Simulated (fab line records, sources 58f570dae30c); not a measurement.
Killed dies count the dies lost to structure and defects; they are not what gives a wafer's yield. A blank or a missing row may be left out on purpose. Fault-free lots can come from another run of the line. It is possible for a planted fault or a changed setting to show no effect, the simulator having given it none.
fab line records -- flow berkeleyCmos170 -- part 1 of 2: steps 1 to 29 of 39
[record] lots = 5, wafers = 15, lastDay = 12
route steps=331 shown M1@240 V1@254 M2@271
lots that met no fault: taken from a fault-free run of the same line
startH: the number of hours between the record's first day and the start of the first shown wafer of the lot -- waitH: how many hours have passed since the lot's step before this one -- " the same as in the row above -- L1.1+2: several wafers, shown together as one row -- - no value present, or no start provided -- * or withheld: withheld -- < > ~ a bound
route shown NAME@n: a module of which the file shows steps, and the number in the route of the first -- usual: mean/standard deviation of fault-free wafers -- same: alike in all rows -- chamber/n: place in a boat -- sites: per-site readings -- _std_site: how widely they spread, as a standard deviation -- _edge_site: the outer-site mean with the inner-site mean subtracted -- radiusMm: how far each site lies from the wafer's centre -- mask NAME#n: copy n -- behind: the last tool/chamber to shape the wafer -- hold: reason for holding the lot/hours on hold/outcome of the hold -- device: names the non-switching transistor (n, p or np) -- end of line: tests run on the same wafers once the route is complete -- where a step has no rows: the recipe by itself -- killed: the dies lost at the first sort to structure and to defects; this is not the yield of the wafer -- map: dies across one wafer; x = killed, . = not, _ = none there
set.NAME: the setting the step ran with; set.NAME@STEP: the setting that earlier step ran with -- model.NAME: the simulator's own value behind a step, which no gauge read
lots at some steps of the route; a table a step, a row a wafer
services: from which hour (startH, from the record's first day; less than 0 if before it) a tool's chamber was out of use, for how many hours, and why
[[steps]]
[step UCB170_M1_THK_MEAS_02]
[recipe] thkMeasGauge = xrf, reads = Al_of_M1_SPUTTER_00
[usual] M1_AL_THK = 599/7.4
lot.wafer,tool,chamber,startH,waitH,M1_AL_THK[nm]
L075.3,filmMetro-01,-,137.53,0.1,597
L075.5,filmMetro-01,-,137.53,0.1,583
L075.6,filmMetro-01,-,137.53,0.1,592
L079.2,filmMetro-02,-,162.82,0.1,608
L079.3,filmMetro-02,-,162.82,0.1,609
L079.6,filmMetro-02,-,162.82,0.1,603
L091.2,filmMetro-01,-,215.12,0.1,589
L091.4,filmMetro-01,-,215.12,0.1,590
L091.6,filmMetro-01,-,215.12,0.1,588
L094.1,filmMetro-02,-,237.81,0.1,608
L094.4,filmMetro-02,-,237.81,0.1,611
L094.6,filmMetro-02,-,237.81,0.1,603
L097.2,filmMetro-02,-,256.46,0.1,598
L097.3,filmMetro-02,-,256.46,0.1,601
L097.6,filmMetro-02,-,256.46,0.1,594
[step UCB170_M1_COAT_03]
[recipe] resist = BARC, tempC = withheld, timeS = withheld, spinRpm = 3000, resistThkNm = withheld
lot.wafer,tool,chamber,startH,waitH
L075.3+5+6,lithoTrack-03,0,137.62,0.1
L079.2+3+6,lithoTrack-03,0,162.90,0.1
L091.2+4+6,lithoTrack-04,0,215.27,0.1
L094.1+4+6,lithoTrack-04,0,237.87,0.1
L097.2+3+6,lithoTrack-03,0,256.54,0.1
[step UCB170_M1_COAT_04]
[recipe] resist = KrF, spinRpm = 1500, resistThkNm = 900
lot.wafer,tool,chamber,startH,waitH
L075.3+5+6,lithoTrack-03,0,-,-
L079.2+3+6,lithoTrack-03,0,-,-
L091.2+4+6,lithoTrack-04,0,-,-
L094.1+4+6,lithoTrack-04,0,-,-
L097.2+3+6,lithoTrack-03,0,-,-
[step UCB170_M1_SOFTBAKE_05]
[recipe] resist = KrF, tempC = 130, timeS = 60
lot.wafer,tool,chamber,startH,waitH
L075.3+5+6,lithoTrack-03,0,-,-
L079.2+3+6,lithoTrack-03,0,-,-
L091.2+4+6,lithoTrack-04,0,-,-
L094.1+4+6,lithoTrack-04,0,-,-
L097.2+3+6,lithoTrack-03,0,-,-
[step UCB170_M1_EXPOSE_06]
[recipe] maskId = METAL1, targetCdNm = 700, na = 0.5, sigmaOuter = 0.6, sourceShape = conventional, doseMj = 21
lot.wafer,tool,chamber,startH,waitH,mask
L075.3+5+6,krfScanner-01,0,138.19,-,METAL1#0
L079.2+3+6,krfScanner-02,0,163.47,-,METAL1#0
L091.2+4+6,krfScanner-02,0,215.72,-,METAL1#0
L094.1+4+6,krfScanner-01,0,238.44,-,METAL1#0
L097.2+3+6,krfScanner-01,0,257.11,-,METAL1#0
[step UCB170_M1_PEB_07]
[recipe] pebTempC = 130, pebTimeS = withheld, resist = KrF
lot.wafer,tool,chamber,startH,waitH
L075.3+5+6,lithoTrack-03,0,138.52,0.3
L079.2+3+6,lithoTrack-04,0,163.59,0.1
L091.2+4+6,lithoTrack-04,0,216.01,0.3
L094.1+4+6,lithoTrack-03,0,238.66,0.2
L097.2+3+6,lithoTrack-04,0,257.46,0.3
[step UCB170_M1_DEVELOP_08]
[recipe] developer = TMAH, developTimeS = 45, resist = KrF, devTempC = 21
lot.wafer,tool,chamber,startH,waitH
L075.3+5+6,lithoTrack-03,0,-,-
L079.2+3+6,lithoTrack-04,0,-,-
L091.2+4+6,lithoTrack-04,0,-,-
L094.1+4+6,lithoTrack-03,0,-,-
L097.2+3+6,lithoTrack-04,0,-,-
[step UCB170_M1_CD_MEAS_09]
[recipe] targetCdNm = 700
[usual] cdNm = 699.7/1.2
lot.wafer,tool,chamber,startH,waitH,cdNm
L075.3,cdSem-02,-,138.79,-,699.6
L075.5,cdSem-02,-,138.79,-,698.7
L075.6,cdSem-02,-,138.79,-,698.6
L079.2,cdSem-02,-,163.86,-,701.1
L079.3,cdSem-02,-,163.86,-,699.4
L079.6,cdSem-02,-,163.86,-,699.7
L091.2,cdSem-02,-,216.28,-,699.7
L091.4,cdSem-02,-,216.28,-,700.0
L091.6,cdSem-02,-,216.28,-,699.7
L094.1,cdSem-02,-,238.93,-,700.7
L094.4,cdSem-02,-,238.93,-,699.4
L094.6,cdSem-02,-,238.93,-,698.4
L097.2,cdSem-02,-,257.73,-,700.5
L097.3,cdSem-02,-,257.73,-,701.1
L097.6,cdSem-02,-,257.73,-,701.4
[step UCB170_M1_OVL_MEAS_10]
[usual] M1_OVL = -5/4.7
lot.wafer,tool,chamber,startH,waitH,M1_OVL[nm]
L075.3,overlay-02,-,138.88,0.1,-5
L075.5,overlay-02,-,138.88,0.1,-7
L075.6,overlay-02,-,138.88,0.1,-4
L079.2,overlay-02,-,163.96,0.1,-2
L079.3,overlay-02,-,163.96,0.1,-4
L079.6,overlay-02,-,163.96,0.1,1
L091.2,overlay-02,-,216.38,0.1,-6
L091.4,overlay-02,-,216.38,0.1,-8
L091.6,overlay-02,-,216.38,0.1,-8
L094.1,overlay-02,-,239.05,0.1,-2
L094.4,overlay-02,-,239.05,0.1,6
L094.6,overlay-02,-,239.05,0.1,0
L097.2,overlay-02,-,257.84,0.1,-7
L097.3,overlay-02,-,257.84,0.1,4
L097.6,overlay-02,-,257.84,0.1,-6
[step UCB170_M1_ETCH_11]
[recipe] chemistry = N2/H2, targetDepthA = withheld, overetchA = withheld, target = BARC, timeS = withheld, sourceW = 500, biasW = 100, pressureMtorr = 30, n2FlowSccm = 100, h2FlowSccm = 200
[usual] chamberPressureMTorr = 30.00/0.047, drypumpMotorCurrentA = 5.7/0.44, oesProductAu = 1.004/0.017, throttleValvePct = 13.37/0.14
lot.wafer,tool,chamber,startH,waitH,chamberPressureMTorr,drypumpMotorCurrentA,oesProductAu,throttleValvePct
L075.3,rieDiel-01,2,138.90,0.0,29.96,6.4,0.999,13.62
L075.5,rieDiel-01,2,138.90,0.0,29.95,6.4,1.005,13.62
L075.6,rieDiel-01,1,138.90,0.0,29.98,5.0,1.013,13.42
L079.2,rieDiel-04,1,163.99,0.0,30.00,6.1,0.989,13.38
L079.3,rieDiel-04,0,163.99,0.0,29.98,5.8,0.978,13.09
L079.6,rieDiel-04,1,163.99,0.0,30.02,6.1,0.998,13.38
L091.2,rieDiel-03,2,216.41,0.0,30.02,6.3,0.977,13.51
L091.4,rieDiel-03,3,216.41,0.0,29.98,5.5,1.003,13.50
L091.6,rieDiel-03,2,216.41,0.0,29.98,6.3,0.976,13.53
L094.1,rieDiel-04,0,239.09,0.0,30.02,5.9,1.032,13.13
L094.4,rieDiel-04,1,239.09,0.0,30.00,6.1,0.994,13.38
L094.6,rieDiel-04,1,239.09,0.0,30.00,6.1,0.995,13.38
L097.2,rieDiel-04,3,257.87,0.0,30.04,5.5,0.998,13.25
L097.3,rieDiel-04,1,257.87,0.0,30.03,6.1,0.997,13.39
L097.6,rieDiel-04,2,257.87,0.0,30.04,5.3,1.010,13.51
[step UCB170_M1_METAL_ETCH_12]
[recipe] chemistry = Cl2/BCl3, target = Al, stopOn = PSG, pressureMtorr = 12, targetDepthA = 7800, overEtchFrac = 0.3, timeS = 130, icpW = 600, biasW = 120, Cl2_flow_sccm = 90, bcl3FlowSccm = 45
[usual] chamberPressureMTorr = 11.999/0.012, drypumpMotorCurrentA = 5.6/0.6, oesProductAu = 0.860/0.012, throttleValvePct = 24.45/0.28
lot.wafer,tool,chamber,startH,waitH,chamberPressureMTorr,drypumpMotorCurrentA,oesProductAu,rfHoursCounterH,throttleValvePct
L075.3,rieMetal-01,0,138.99,-,11.991,6.5,0.863,-,24.65
L075.5,rieMetal-01,0,138.99,-,11.981,6.5,0.863,-,24.64
L075.6,rieMetal-01,1,138.99,-,12.008,5.6,0.861,-,24.52
L079.2,rieMetal-03,0,164.08,-,12.013,4.9,0.876,-,24.08
L079.3,rieMetal-03,0,164.08,-,11.990,4.9,0.869,-,24.08
L079.6,rieMetal-03,0,164.08,-,12.007,4.9,0.874,-,24.08
L091.2,rieMetal-02,0,216.46,-,11.988,6.3,0.842,4,24.28
L091.4,rieMetal-02,1,216.46,-,11.996,5.4,0.865,-,24.35
L091.6,rieMetal-02,1,216.46,-,11.979,5.4,0.866,-,24.33
L094.1,rieMetal-01,0,239.13,-,12.008,6.5,0.875,6,24.66
L094.4,rieMetal-01,1,239.13,-,12.001,5.5,0.877,-,24.53
L094.6,rieMetal-01,1,239.13,-,12.008,5.6,0.867,-,24.52
L097.2,rieMetal-03,0,257.91,-,12.019,4.9,0.864,9,24.08
L097.3,rieMetal-03,0,257.91,-,12.001,4.9,0.867,-,24.10
L097.6,rieMetal-03,0,257.91,-,12.012,4.9,0.864,-,24.09
[step UCB170_M1_STRIP_13]
[recipe] chemistry = O2, powerW = 400, pressureMtorr = 3500, platenTempC = withheld, o2FlowSccm = 400, overashFraction = 0.5
[usual] chamberPressureMTorr = 3500.0/3, drypumpMotorCurrentA = 5.9/0.58, o2FlowSccm = 400.1/1.3, oesProductAu = 0.720/0.0047
lot.wafer,tool,chamber,startH,waitH,chamberPressureMTorr,drypumpMotorCurrentA,o2FlowSccm,oesProductAu,rfHoursCounterH
L075.3,plasmaAsher-03,0,139.11,0.1,3496.0,5.9,401.9,0.723,-
L075.5,plasmaAsher-03,0,139.11,0.1,3504.5,5.9,401.7,0.720,-
L075.6,plasmaAsher-03,1,139.11,0.1,3497.8,5.4,401.6,0.713,-
L079.2,plasmaAsher-02,0,164.30,0.2,3495.1,6.5,401.6,0.715,50
L079.3,plasmaAsher-02,0,164.30,0.2,3491.0,6.5,400.1,0.716,-
L079.6,plasmaAsher-02,1,164.30,0.2,3497.9,6.6,401.2,0.718,-
L091.2,plasmaAsher-03,0,216.59,0.1,3498.8,5.9,397.1,0.720,11
L091.4,plasmaAsher-03,0,216.59,0.1,3501.5,5.9,399.4,0.723,-
L091.6,plasmaAsher-03,1,216.59,0.1,3496.7,5.4,400.9,0.717,-
L094.1,plasmaAsher-03,0,239.26,0.1,3506.6,5.9,400.3,0.715,14
L094.4,plasmaAsher-03,1,239.26,0.1,3500.4,5.3,399.3,0.718,-
L094.6,plasmaAsher-03,1,239.26,0.1,3499.3,5.3,399.6,0.713,-
L097.2,plasmaAsher-01,1,258.05,0.1,3498.1,5.8,400.6,0.733,51
L097.3,plasmaAsher-01,0,258.05,0.1,3492.2,5.0,400.7,0.721,-
L097.6,plasmaAsher-01,0,258.05,0.1,3498.7,5.0,399.7,0.711,-
[step UCB170_M1_CD_MEAS_90]
[recipe] targetCdNm = 700
[usual] cdNm = 699.7/1.9
lot.wafer,tool,chamber,startH,waitH,cdNm
L075.3,cdSem-02,-,139.22,0.1,698.5
L075.5,cdSem-02,-,139.22,0.1,697.4
L075.6,cdSem-02,-,139.22,0.1,697.6
L079.2,cdSem-02,-,164.42,0.1,700.2
L079.3,cdSem-02,-,164.42,0.1,698.9
L079.6,cdSem-02,-,164.42,0.1,700.2
L091.2,cdSem-02,-,216.71,0.1,698.9
L091.4,cdSem-02,-,216.71,0.1,700.5
L091.6,cdSem-02,-,216.71,0.1,700.9
L094.1,cdSem-02,-,239.36,0.1,700.1
L094.4,cdSem-02,-,239.36,0.1,701.5
L094.6,cdSem-02,-,239.36,0.1,699.2
L097.2,cdSem-02,-,258.17,0.1,699.3
L097.3,cdSem-02,-,258.17,0.1,699.3
L097.6,cdSem-02,-,258.17,0.1,701.4
[step UCB170_M1_ANNEAL_14]
[recipe] tempC = 400, timeS = 1200, ambient = formingGas
[usual] tube_center_temp_C_max = 401.04/0.18, zonePowerSourcePct = 5.9/0.43
lot.wafer,tool,chamber,startH,waitH,tube_center_temp_C_max,zonePowerSourcePct
L075.3,-,-,140.46,1.2,401.21,5.5
L075.5,-,-,140.46,1.2,401.01,5.6
L075.6,-,-,140.46,1.2,401.00,5.4
L079.2,-,-,167.76,3.3,401.05,5.5
L079.3,-,-,167.76,3.3,400.99,5.6
L079.6,-,-,167.76,3.3,401.30,5.4
L091.2,-,-,220.07,3.3,401.20,6.0
L091.4,-,-,220.07,3.3,400.93,6.0
L091.6,-,-,220.07,3.3,401.09,6.0
L094.1,-,-,242.56,3.2,400.98,6.4
L094.4,-,-,242.56,3.2,401.11,6.5
L094.6,-,-,242.56,3.2,400.99,6.5
L097.2,-,-,261.71,3.5,401.17,5.5
L097.3,-,-,261.71,3.5,401.03,5.6
L097.6,-,-,261.71,3.5,401.13,5.5
[step UCB170_V1_CVD_00]
[recipe] material = SiO2, targetThkNm = 2000, tempC = 390, precursor = TEOS/O2, timeS = 250, rfW = 550, pressureMtorr = 9000
[usual] heaterPowerW = 258/49
lot.wafer,tool,chamber,startH,waitH,heaterPowerW,sinceWetCleanH
L075.3,pecvd-04,0,141.79,0.0,238,220
L075.5,pecvd-04,0,141.79,0.0,309,-
L075.6,pecvd-04,1,141.79,0.0,245,-
L079.2,pecvd-02,1,169.09,0.0,234,20
L079.3,pecvd-02,2,169.09,0.0,257,20
L079.6,pecvd-02,1,169.09,0.0,159,-
L091.2,pecvd-02,2,221.40,0.0,226,72
L091.4,pecvd-02,0,221.40,0.0,181,-
L091.6,pecvd-02,2,221.40,0.0,281,-
L094.1,pecvd-04,1,243.89,0.0,297,322
L094.4,pecvd-04,0,243.89,0.0,228,-
L094.6,pecvd-04,2,243.89,0.0,354,-
L097.2,pecvd-01,1,263.12,0.1,295,-
L097.3,pecvd-01,1,263.12,0.1,209,-
L097.6,pecvd-01,1,263.12,0.1,280,-
[step UCB170_V1_THK_MEAS_01]
[recipe] reads = SiO2_of_V1_CVD_00
[usual] V1_TEOS_THK = 1987/21
lot.wafer,tool,chamber,startH,waitH,V1_TEOS_THK[nm]
L075.3,filmMetro-03,-,141.97,0.1,1967
L075.5,filmMetro-03,-,141.97,0.1,2014
L075.6,filmMetro-03,-,141.97,0.1,1995
L079.2,filmMetro-01,-,169.26,0.1,1978
L079.3,filmMetro-01,-,169.26,0.1,1985
L079.6,filmMetro-01,-,169.26,0.1,2010
L091.2,filmMetro-03,-,221.57,0.1,1976
L091.4,filmMetro-03,-,221.57,0.1,2005
L091.6,filmMetro-03,-,221.57,0.1,1989
L094.1,filmMetro-01,-,244.05,0.1,1954
L094.4,filmMetro-01,-,244.05,0.1,2000
L094.6,filmMetro-01,-,244.05,0.1,2019
L097.2,filmMetro-03,-,263.52,0.3,2013
L097.3,filmMetro-03,-,263.52,0.3,1970
L097.6,filmMetro-03,-,263.52,0.3,1991
[step UCB170_V1_CMP_02]
[recipe] material = SiO2, downForcePsi = 6, platenRpm = 60, padVelocityMS = 0.75398
[usual] headPressurePsi = 6.001/0.013, motorCurrentA = 16.0/1.5
lot.wafer,tool,chamber,startH,waitH,headPressurePsi,motorCurrentA
L075.3,cmp-02,3,142.01,0.0,5.997,15.2
L075.6,cmp-02,3,142.01,0.0,6.021,14.7
L075.5,cmp-02,0,142.01,0.0,6.005,15.8
L079.2,cmp-02,0,169.41,0.1,6.005,15.5
L079.3,cmp-02,1,169.41,0.1,5.968,13.5
L079.6,cmp-02,3,169.41,0.1,6.009,14.9
L091.4,cmp-02,2,221.72,0.1,5.999,13.5
L091.2,cmp-02,3,221.72,0.1,5.999,14.9
L091.6,cmp-02,1,221.72,0.1,5.986,13.3
L094.1,cmp-02,3,244.11,0.1,5.995,14.3
L094.4,cmp-02,0,244.11,0.1,5.980,15.1
L094.6,cmp-02,0,244.11,0.1,5.978,15.5
L097.3,cmp-01,2,263.96,0.4,6.016,16.4
L097.2,cmp-01,3,263.96,0.4,6.019,17.4
L097.6,cmp-01,1,263.96,0.4,6.007,15.5
[step UCB170_V1_BOW_MEAS_03]
[recipe] mode = bow
[usual] V1_BOW = 19/7.3
lot.wafer,tool,chamber,startH,waitH,V1_BOW[um]
L075.3,filmMetro-03,-,142.35,0.3,10
L075.5,filmMetro-03,-,142.35,0.3,19
L075.6,filmMetro-03,-,142.35,0.3,32
L079.2,filmMetro-03,-,169.63,0.2,18
L079.3,filmMetro-03,-,169.63,0.2,15
L079.6,filmMetro-03,-,169.63,0.2,13
L091.2,filmMetro-04,-,221.94,0.1,23
L091.4,filmMetro-04,-,221.94,0.1,36
L091.6,filmMetro-04,-,221.94,0.1,30
L094.1,filmMetro-04,-,244.41,0.2,23
L094.4,filmMetro-04,-,244.41,0.2,21
L094.6,filmMetro-04,-,244.41,0.2,13
L097.2,filmMetro-01,-,264.18,0.1,16
L097.3,filmMetro-01,-,264.18,0.1,9
L097.6,filmMetro-01,-,264.18,0.1,7
[step UCB170_V1_THK_MEAS_04]
[recipe] reads = SiO2_of_V1_CVD_00
[usual] V1_POLISHED_THK = 1000.1/1.3
lot.wafer,tool,chamber,startH,waitH,V1_POLISHED_THK[nm]
L075.3,filmMetro-03,-,142.45,0.1,1001.7
L075.5,filmMetro-03,-,142.45,0.1,1002.2
L075.6,filmMetro-03,-,142.45,0.1,1001.2
L079.2,filmMetro-03,-,169.74,0.1,1002.4
L079.3,filmMetro-03,-,169.74,0.1,1002.2
L079.6,filmMetro-03,-,169.74,0.1,1002.0
L091.2,filmMetro-04,-,222.05,0.1,998.1
L091.4,filmMetro-04,-,222.05,0.1,999.4
L091.6,filmMetro-04,-,222.05,0.1,1001.2
L094.1,filmMetro-04,-,244.53,0.1,1000.1
L094.4,filmMetro-04,-,244.53,0.1,1000.4
L094.6,filmMetro-04,-,244.53,0.1,1001.5
L097.2,filmMetro-01,-,264.29,0.1,1000.0
L097.3,filmMetro-01,-,264.29,0.1,999.6
L097.6,filmMetro-01,-,264.29,0.1,999.2
[step UCB170_V1_CLEAN_05]
[recipe] chemistry = DIW
lot.wafer,tool,chamber,startH,waitH
L075.3+5+6,wetBench-03,3,144.34,1.9
L079.2+3+6,wetBench-04,2,170.82,1.1
L091.2+4+6,wetBench-03,1,222.10,0.0
L094.1+4+6,wetBench-02,1,244.80,0.3
L097.2+3+6,wetBench-04,3,264.83,0.5
[step UCB170_V1_HMDS_06]
[recipe] primeTimeS = 60, primeTempC = 100
lot.wafer,tool,chamber,startH,waitH
L075.3+5+6,lithoTrack-03,0,144.57,0.1
L079.2+3+6,lithoTrack-01,0,171.03,0.0
L091.2+4+6,lithoTrack-01,0,222.31,0.0
L094.1+4+6,lithoTrack-04,0,245.65,0.7
L097.2+3+6,lithoTrack-04,0,265.31,0.3
[step UCB170_V1_COAT_07]
[recipe] resist = KrF, spinRpm = 1500, resistThkNm = 900
lot.wafer,tool,chamber,startH,waitH
L075.3+5+6,lithoTrack-03,0,144.72,0.1
L079.2+3+6,lithoTrack-01,0,171.18,0.1
L091.2+4+6,lithoTrack-01,0,222.46,0.1
L094.1+4+6,lithoTrack-04,0,245.80,0.1
L097.2+3+6,lithoTrack-04,0,265.46,0.1
[step UCB170_V1_SOFTBAKE_08]
[recipe] resist = KrF, tempC = 130, timeS = 60
lot.wafer,tool,chamber,startH,waitH
L075.3+5+6,lithoTrack-03,0,144.87,0.1
L079.2+3+6,lithoTrack-01,0,171.33,0.1
L091.2+4+6,lithoTrack-01,0,222.61,0.1
L094.1+4+6,lithoTrack-04,0,245.95,0.1
L097.2+3+6,lithoTrack-04,0,265.61,0.1
[step UCB170_V1_EXPOSE_09]
[recipe] maskId = VIA1, targetCdNm = 700, na = 0.5, sigmaOuter = 0.6, sourceShape = conventional, doseMj = 37
lot.wafer,tool,chamber,startH,waitH,mask
L075.3+5+6,krfScanner-02,0,145.01,0.1,VIA1#0
L079.2+3+6,krfScanner-02,0,171.58,0.2,VIA1#0
L091.2+4+6,krfScanner-02,0,223.00,0.4,VIA1#0
L094.1+4+6,krfScanner-02,0,246.10,0.1,VIA1#0
L097.2+3+6,krfScanner-02,0,265.90,0.3,VIA1#0
[step UCB170_V1_PEB_10]
[recipe] pebTempC = 130, pebTimeS = withheld, resist = KrF
lot.wafer,tool,chamber,startH,waitH
L075.3+5+6,lithoTrack-03,0,145.92,0.9
L079.2+3+6,lithoTrack-03,0,172.08,0.5
L091.2+4+6,lithoTrack-01,0,223.21,0.2
L094.1+4+6,lithoTrack-01,0,246.63,0.5
L097.2+3+6,lithoTrack-01,0,266.31,0.4
[step UCB170_V1_DEVELOP_11]
[recipe] developer = TMAH, developTimeS = 45, resist = KrF, devTempC = 21
lot.wafer,tool,chamber,startH,waitH
L075.3+5+6,lithoTrack-03,0,-,-
L079.2+3+6,lithoTrack-03,0,-,-
L091.2+4+6,lithoTrack-01,0,-,-
L094.1+4+6,lithoTrack-01,0,-,-
L097.2+3+6,lithoTrack-01,0,-,-
[step UCB170_V1_CD_MEAS_12]
[recipe] targetCdNm = 700
[usual] cdNm = 700.0/1.4
lot.wafer,tool,chamber,startH,waitH,cdNm
L075.3,cdSem-02,-,146.18,-,698.6
L075.5,cdSem-02,-,146.18,-,697.8
L075.6,cdSem-02,-,146.18,-,697.2
L079.2,cdSem-01,-,172.35,-,697.4
L079.3,cdSem-01,-,172.35,-,698.2
L079.6,cdSem-01,-,172.35,-,698.2
L091.2,cdSem-02,-,223.48,-,700.3
L091.4,cdSem-02,-,223.48,-,699.6
L091.6,cdSem-02,-,223.48,-,699.3
L094.1,cdSem-01,-,246.99,-,701.0
L094.4,cdSem-01,-,246.99,-,701.3
L094.6,cdSem-01,-,246.99,-,701.1
L097.2,cdSem-02,-,266.60,-,699.6
L097.3,cdSem-02,-,266.60,-,698.9
L097.6,cdSem-02,-,266.60,-,698.8
[step UCB170_V1_OVL_MEAS_13]
[usual] V1_OVL = 1/5.7
lot.wafer,tool,chamber,startH,waitH,V1_OVL[nm]
L075.3,overlay-01,-,146.27,0.1,12
L075.5,overlay-01,-,146.27,0.1,8
L075.6,overlay-01,-,146.27,0.1,-3
L079.2,overlay-01,-,172.45,0.1,-3
L079.3,overlay-01,-,172.45,0.1,5
L079.6,overlay-01,-,172.45,0.1,-4
L091.2,overlay-02,-,223.59,0.1,-8
L091.4,overlay-02,-,223.59,0.1,-5
L091.6,overlay-02,-,223.59,0.1,-4
L094.1,overlay-01,-,247.11,0.1,7
L094.4,overlay-01,-,247.11,0.1,-5
L094.6,overlay-01,-,247.11,0.1,2
L097.2,overlay-02,-,266.70,0.1,8
L097.3,overlay-02,-,266.70,0.1,6
L097.6,overlay-02,-,266.70,0.1,3
[step UCB170_V1_ETCH_14]
[recipe] chemistry = CHF3/CF4/Ar, target = SiO2, stopOn = Al, CHF3_flow_sccm = 45, cf4FlowSccm = 15, Ar_flow_sccm = 150, pressureMtorr = 200, rfW = 700, targetDepthA = 12500, overEtchFrac = 0.25, timeS = 291
[usual] chamberPressureMTorr = 200.01/0.17, drypumpMotorCurrentA = 5.8/0.47, oesProductAu = 0.879/0.012, throttleValvePct = 7.01/0.09
lot.wafer,tool,chamber,startH,waitH,chamberPressureMTorr,drypumpMotorCurrentA,oesProductAu,rfHoursCounterH,throttleValvePct
L075.3,rieDiel-03,0,146.30,0.0,200.05,5.1,0.884,13,6.95
L075.5,rieDiel-03,2,146.30,0.0,199.68,6.4,0.854,-,7.05
L075.6,rieDiel-03,3,146.30,0.0,200.05,5.5,0.868,-,7.06
L079.2,rieDiel-02,1,172.48,0.0,199.71,5.1,0.880,100,6.95
L079.3,rieDiel-02,0,172.48,0.0,200.03,6.1,0.880,25,6.90
L079.6,rieDiel-02,3,172.48,0.0,200.18,6.2,0.883,-,7.04
L091.2,rieDiel-02,2,223.62,0.0,200.18,5.8,0.883,50,7.15
L091.4,rieDiel-02,0,223.62,0.0,199.75,6.1,0.877,28,6.92
L091.6,rieDiel-02,2,223.62,0.0,199.85,5.9,0.877,-,7.14
L094.1,rieDiel-01,3,247.15,0.0,200.11,6.0,0.863,28,6.87
L094.4,rieDiel-01,1,247.15,0.0,200.00,5.0,0.888,88,7.07
L094.6,rieDiel-01,0,247.15,0.0,200.12,5.9,0.904,-,6.96
L097.2,rieDiel-03,0,266.73,0.0,199.97,5.1,0.889,17,6.94
L097.3,rieDiel-03,2,266.73,0.0,200.06,6.4,0.851,75,7.06
L097.6,rieDiel-03,1,266.73,0.0,199.90,6.0,0.887,-,6.92
